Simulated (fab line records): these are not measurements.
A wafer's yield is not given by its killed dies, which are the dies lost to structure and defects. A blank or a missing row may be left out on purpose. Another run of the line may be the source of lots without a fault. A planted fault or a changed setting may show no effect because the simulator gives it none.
A lot that was struck, set against a sound lot ; flow berkeley-cmos170 ; 31 out of 331 route steps
Sound: these wafers, L579.1, L579.3, L579.4. Struck: wafers L594.1, L594.2, L594.3. Last of all comes the cause.
Per side, at each step with rows, come the tool, then ch with its chambers, and then its first start. Under that, the readings that differ: sound wafers ; struck wafers ; difference of the means ; sigmas: that difference in standard deviations of wafers without a fault.
alike: words and numbers the same on both sides, and readings whose means are apart by under 2 such deviations; not compared: readings that were withheld, readings missing a value for some wafer, numbers with overlapping values and no deviation given by the record, and bounds like >300 which may hide the same value.
A row with sigmas, a row that says differs or no value, or rows on one side alone: a step with any of these is where the two part. Numbers that don't overlap but have no deviation are shown without sigmas and don't part them. A reading that every wafer of one side lacks parts them only if that side has two wafers or more.

first, 1 step without rows for these wafers: UCB170_SDANNEAL_RTA_01 (time 5 s).
UCB170_SDANNEAL_RS_MEAS_02: measurement is done with a four-point probe.
  sound on film-metro-02 at day 6 22:49; struck on film-metro-02 at day 10 06:34
  alike: PSD_RS
UCB170_SDANNEAL_RS_MEAS_03: measurement is done with a four-point probe.
  sound on film-metro-02 at day 6 22:56; struck on film-metro-02 at day 10 06:41
  alike: NSD_RS
UCB170_SDANNEAL_RS_MEAS_04: measurement is done with a four-point probe.
  sound on film-metro-02 at day 6 23:03; struck on film-metro-02 at day 10 06:48
  alike: PLDD_RS
UCB170_SDANNEAL_RS_MEAS_05: measurement is done with a four-point probe.
  sound on film-metro-02 at day 6 23:10; struck on film-metro-02 at day 10 06:55
  alike: NLDD_RS
then, 1 step without rows for these wafers: UCB170_SILICIDE_PRE_CLEAN_00 (preclean etch time 60 s).
UCB170_SILICIDE_SPUTTER_01: material Ti, target thk 30 nm, time 25 s.
  sound on pvd-sputter-04 at day 6 23:22; struck on pvd-sputter-04 at day 10 07:07
  alike: chamber-pressure-pa, throttle-valve-pct
UCB170_SILICIDE_RS_MEAS_02: measurement is done with a four-point probe.
  sound on film-metro-04 at day 6 23:23; struck on film-metro-04 at day 10 07:08
  alike: SILICIDE_TI_RS
UCB170_SILICIDE_THK_MEAS_03: measures by xrf.
  sound on film-metro-04 at day 6 23:31; struck on film-metro-04 at day 10 07:16
  alike: SILICIDE_TI_THK
UCB170_SILICIDE_RTA_04: time 15 s.
  sound on rtp-anneal-01 ch 0, day 6 23:34; struck on rtp-anneal-01 ch 0, day 10 07:19
  alike: lamp-power-pct, wafer_temp_C_max
then, 2 steps without rows for these wafers: UCB170_SILICIDE_WET_ETCH_05 (etches Ti in SPM, time 45 s); UCB170_CONTACT_CLEAN_00 (cleans in SPM, time 600 s).
UCB170_CONTACT_CVD_01: deposits PSG from SiH4/O2/PH3, target thk 700 nm, time 2820 s.
  sound on lpcvd-01 ch 1, day 7 00:02; struck on lpcvd-02 ch 0, day 10 07:47
reading;sound;struck;difference;sigmas
spike-tc-source-C (C);470.1 469.0 470.9;466.3 466.7 467.0;-3.3;-2
  alike: o2-flow-sccm
UCB170_CONTACT_THK_MEAS_02:
  sound on film-metro-02 at day 7 01:49; struck on film-metro-01 at day 10 09:34
reading;sound;struck;difference;sigmas
CONTACT_PSG_THK (nm);695 698 693;546 548 545;-149;-19
then, 3 steps without rows for these wafers: UCB170_CONTACT_HMDS_03 (prime time 60 s); UCB170_CONTACT_COAT_04 (resist thk 900 nm); UCB170_CONTACT_SOFTBAKE_05 (time 60 s).
UCB170_CONTACT_STRIP_06: strips in O2.
  sound on plasma-asher-04 ch 0,1, day 7 02:20; struck on plasma-asher-04 ch 0,1, day 10 10:05
  alike: drypump-motor-current-A, o2-flow-sccm, oes-product-au, strip-time-to-endpoint-s
  not compared: rf-hours-counter-h
then, 1 step without rows for these wafers: UCB170_CONTACT_CLEAN_07 (cleans in SPM, time 600 s).
UCB170_CONTACT_RTA_08: time 10 s.
  sound on rtp-anneal-01 ch 0, day 7 02:47; struck on rtp-anneal-02 ch 0, day 10 10:32
  alike: lamp-power-pct, wafer_temp_C_max
then, 6 steps without rows for these wafers: UCB170_CONTACT_COAT_09; UCB170_CONTACT_COAT_10 (resist thk 900 nm); UCB170_CONTACT_SOFTBAKE_11 (time 60 s); UCB170_CONTACT_EXPOSE_12 (exposes mask CONT, target cd 700 nm); UCB170_CONTACT_PEB_13; UCB170_CONTACT_DEVELOP_14 (develop time 45 s).
UCB170_CONTACT_CD_MEAS_15: the cd target is 700 nm.
  sound on cd-sem-02 at day 7 03:46; struck on cd-sem-01 at day 10 12:02
  alike: cd-nm
UCB170_CONTACT_OVL_MEAS_16:
  sound on overlay-01 at day 7 03:53; struck on overlay-02 at day 10 12:10
  alike: CONTACT_OVL
UCB170_CONTACT_ETCH_17: etches BARC in N2/H2.
  sound on rie-diel-04 ch 0,2,3, day 7 03:55; struck on rie-diel-04 ch 0,2,3, day 10 12:11
  alike: bias-w, drypump-motor-current-A, oes-product-au, throttle-valve-pct
UCB170_CONTACT_ETCH_18: etches PSG in CHF3/CF4/Ar, stops on TiSi2, target depth 840 nm, time 195 s.
  sound: rie-diel-04 ch 0,2,3; struck: rie-diel-04 ch 0,2,3
reading;sound;struck;difference;sigmas
oes-product-au (a.u.);0.887 0.898 0.858;0.779 0.775 0.752;-0.112;-8
  alike: drypump-motor-current-A, mfc-ar-sccm, throttle-valve-pct
  not compared: rf-hours-counter-h
then, 1 step without rows for these wafers: UCB170_CONTACT_STRIP_19 (strips in O2).

WHERE THEY PART
Last at UCB170_CONTACT_ETCH_18 as far as this record goes, first at UCB170_CONTACT_CVD_01.

WHY: what had been put in by the simulator
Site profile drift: lpcvd-02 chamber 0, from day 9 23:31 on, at UCB170_CONTACT_CVD_01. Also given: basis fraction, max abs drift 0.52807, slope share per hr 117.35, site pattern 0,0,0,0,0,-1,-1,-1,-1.
